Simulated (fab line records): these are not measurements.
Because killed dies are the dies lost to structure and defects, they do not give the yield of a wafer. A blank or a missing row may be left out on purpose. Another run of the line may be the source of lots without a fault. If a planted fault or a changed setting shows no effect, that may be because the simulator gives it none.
Comparing a struck lot with a sound one :: flow rit-cmos :: 39 steps out of a route of 202
Sound: wafers L217.1, L217.3, L217.4. Struck: wafers L220.1, L220.5, L220.6. Last of all comes the cause.
For every step that has rows: the tool of each side, followed by ch and its chambers, followed by its first start. Under that, the readings that differ: sound wafers :: struck wafers :: difference of the means :: sigmas: that difference in standard deviations of wafers without a fault.
alike: words and numbers the same on both sides, and readings whose means are apart by under 2 such deviations; not compared: readings that were withheld, readings missing a value for some wafer, numbers with overlapping values and no deviation given by the record, and bounds like >300 which may hide the same value.
The two part at a step that has a row with sigmas, a row that says differs or no value, or rows on one side only. When numbers do not overlap yet have no deviation, they are printed without sigmas and do not part them. A reading missing from all wafers of one side parts the sides only when that side holds two or more wafers.

first, 3 steps without rows for these wafers: RIT_GATE_EXPOSE_13 (exposes mask M6, target cd 150 nm); RIT_GATE_PEB_14; RIT_GATE_DEVELOP_15 (develop time 50 s).
RIT_GATE_CD_MEAS_16: target cd 150 nm.
  struck on cd-sem-01, day 4 10:22; sound on cd-sem-02, day 3 19:36
  alike: cd-nm
RIT_GATE_OVL_MEAS_17:
  struck on overlay-01, day 4 10:29; sound on overlay-02, day 3 19:43
  alike: GATE_OVL
then, 1 step without rows for these wafers: RIT_GATE_HARDBAKE_18 (time 60 s).
RIT_GATE_ETCH_19: etches poly-Si in SF6/CHF3/O2, stops on SiO2, time 165 s, target depth 312.5 nm.
  sound on rie-si-01 ch 0,2,3, day 3 19:59; struck on rie-si-01 ch 0,1,3, day 4 10:41
  alike: drypump-motor-current-A, oes-product-au, throttle-valve-pct
  not compared: rf-hours-counter-h
RIT_GATE_STRIP_20: strips in O2, time 180 s.
  sound on plasma-asher-04 ch 0,1, day 3 20:05; struck on plasma-asher-01 ch 0,1, day 4 10:47
reading: drypump-motor-current-A (A)
sound: 5.01 5.55 5.02
struck: 5.61 6.09 5.66
difference: +0.59
sigmas: +2
  not compared: rf-hours-counter-h
RIT_GATE_CD_MEAS_90: target cd 150 nm.
  struck on cd-sem-02, day 4 10:58; sound on cd-sem-01, day 3 20:16
  alike: cd-nm
then, 3 steps without rows for these wafers: RIT_REOX_CLEAN_00 (cleans in SC1, time 600 s); RIT_REOX_CLEAN_01 (cleans in dHF, time 30 s); RIT_REOX_CLEAN_02 (cleans in SC2, time 600 s).
RIT_REOX_OXIDATION_03: target thk 25.2 nm, ox time 5580 s.
  sound on furnace-01 ch 0, day 3 20:45; struck on furnace-04 ch 0, day 4 11:29
reading: spike-tc-load-C (C)
sound: 927.6 929.9 929.9
struck: 923.1 922.0 921.0
difference: -7.1
sigmas: -3

reading: zone-power-centre-pct (%)
sound: 43.1 42.3 42.7
struck: 37.8 39.0 38.0
difference: -4.4
sigmas: -3

reading: model.SiO2_of_REOX_OXIDATION_03.thk-nm (nm)
sound: 25.96 26.17 26.15
struck: 32.97 32.54 32.12
difference: +6.45
sigmas: 
  alike: ox-temp-c
RIT_REOX_THK_MEAS_04:
  struck on film-metro-02, day 4 14:02; sound on film-metro-02, day 3 23:18
reading: REOX_OXIDE_THK (nm)
sound: 26.0 26.2 26.2
struck: 33.0 32.5 32.1
difference: +6.4
sigmas: +15
then, 6 steps without rows for these wafers: RIT_NLDD_HMDS_00 (prime time 60 s); RIT_NLDD_COAT_01 (resist thk 1000 nm); RIT_NLDD_SOFTBAKE_02 (time 60 s); RIT_NLDD_EXPOSE_03 (exposes mask M7, target cd 40700 nm); RIT_NLDD_PEB_04; RIT_NLDD_DEVELOP_05 (develop time 50 s).
RIT_NLDD_OVL_MEAS_06:
  struck on overlay-01, day 4 14:57; sound on overlay-02, day 4 00:13
  alike: NLDD_OVL
then, 2 steps without rows for these wafers: RIT_NLDD_HARDBAKE_07 (time 60 s); RIT_NLDD_IMPLANT_08.
RIT_NLDD_STRIP_09: strips in O2, time 180 s.
  sound on plasma-asher-03 ch 0,1, day 4 00:32; struck on plasma-asher-02 ch 0,1, day 4 15:17
  alike: drypump-motor-current-A
  not compared: rf-hours-counter-h
RIT_NLDD_TW_MEAS_10:
  struck on film-metro-04, day 4 15:28; sound on film-metro-04, day 4 00:43
  alike: NLDD_TW
then, 6 steps without rows for these wafers: RIT_PLDD_HMDS_00 (prime time 60 s); RIT_PLDD_COAT_01 (resist thk 1000 nm); RIT_PLDD_SOFTBAKE_02 (time 60 s); RIT_PLDD_EXPOSE_03 (exposes mask M8, target cd 40900 nm); RIT_PLDD_PEB_04; RIT_PLDD_DEVELOP_05 (develop time 50 s).
RIT_PLDD_OVL_MEAS_06:
  struck on overlay-02, day 4 18:08; sound on overlay-01, day 4 01:45
  alike: PLDD_OVL
then, 2 steps without rows for these wafers: RIT_PLDD_HARDBAKE_07 (time 60 s); RIT_PLDD_IMPLANT_08.
RIT_PLDD_STRIP_09: strips in O2, time 180 s.
  sound on plasma-asher-01 ch 0,1, day 4 02:05; struck on plasma-asher-04 ch 0,1, day 4 18:28
  alike: drypump-motor-current-A
  not compared: rf-hours-counter-h
RIT_PLDD_TW_MEAS_10:
  struck on film-metro-03, day 4 18:38; sound on film-metro-04, day 4 02:16
reading: PLDD_TW
sound: 2352 2351 2339
struck: 2299 2301 2308
difference: -45
sigmas: -2
RIT_SPACER_CLEAN_00: cleans in SC1, time 600 s.
  sound on wet-bench-02 ch 3, day 4 02:20; struck on wet-bench-04 ch 3, day 4 18:42
reading: model.SiO2_of_REOX_OXIDATION_03.thk-nm (nm)
sound: 23.96 24.15 24.14
struck: 30.42 30.01 29.65
difference: +5.94
sigmas: 
then, 1 step without rows for these wafers: RIT_SPACER_CLEAN_01 (cleans in dHF, time 30 s).
RIT_M1_PROBE_99:
  struck on prober-02, day 5 12:35; sound on prober-02, day 4 17:02
reading: model.etest.pmos-turned.r-on-ohm-um
sound: 3591 3497 3629
struck: 7491 6760 6224
difference: +3253
sigmas: 

reading: model.etest.pmos_0p3.r-on-ohm-um
sound: 6419 6392 6518
struck: 7418 7350 7189
difference: +876
sigmas: 

reading: model.etest.pmos_0p15.r-on-ohm-um
sound: 2837 2767 2863
struck: 3856 3829 3647
difference: +955
sigmas: 

reading: model.etest.pldd.rs-ohm-sq
sound: 545.8 555.6 559.6
struck: 1250 1170 1105
difference: +621
sigmas: 

reading: model.etest.nmos_0p15.r-on-ohm-um
sound: 1175 1096 1176
struck: 1688 1652 1600
difference: +498
sigmas: 

reading: model.etest.nmos_0p3.r-on-ohm-um
sound: 2220 2185 2246
struck: 2686 2647 2591
difference: +424
sigmas: 

reading: model.etest.nldd.rs-ohm-sq
sound: 391.3 395.1 397
struck: 738.5 702.4 683.4
difference: +313.6
sigmas: 

reading: model.etest.pldd.line-ohm-um
sound: 171.9 175.1 176.2
struck: 393.3 363.2 346.5
difference: +193.3
sigmas: 
  alike: killed-at-contacts, killed-at-front-end, killed-dies, killed-open, killed-short

== WHERE THEY PART ==
Last at RIT_PLDD_TW_MEAS_10 as far as this record goes, first at RIT_GATE_STRIP_20. Later steps at which nothing parts them and some readings are alike: RIT_M1_PROBE_99.

WHY: what had been put in by the simulator
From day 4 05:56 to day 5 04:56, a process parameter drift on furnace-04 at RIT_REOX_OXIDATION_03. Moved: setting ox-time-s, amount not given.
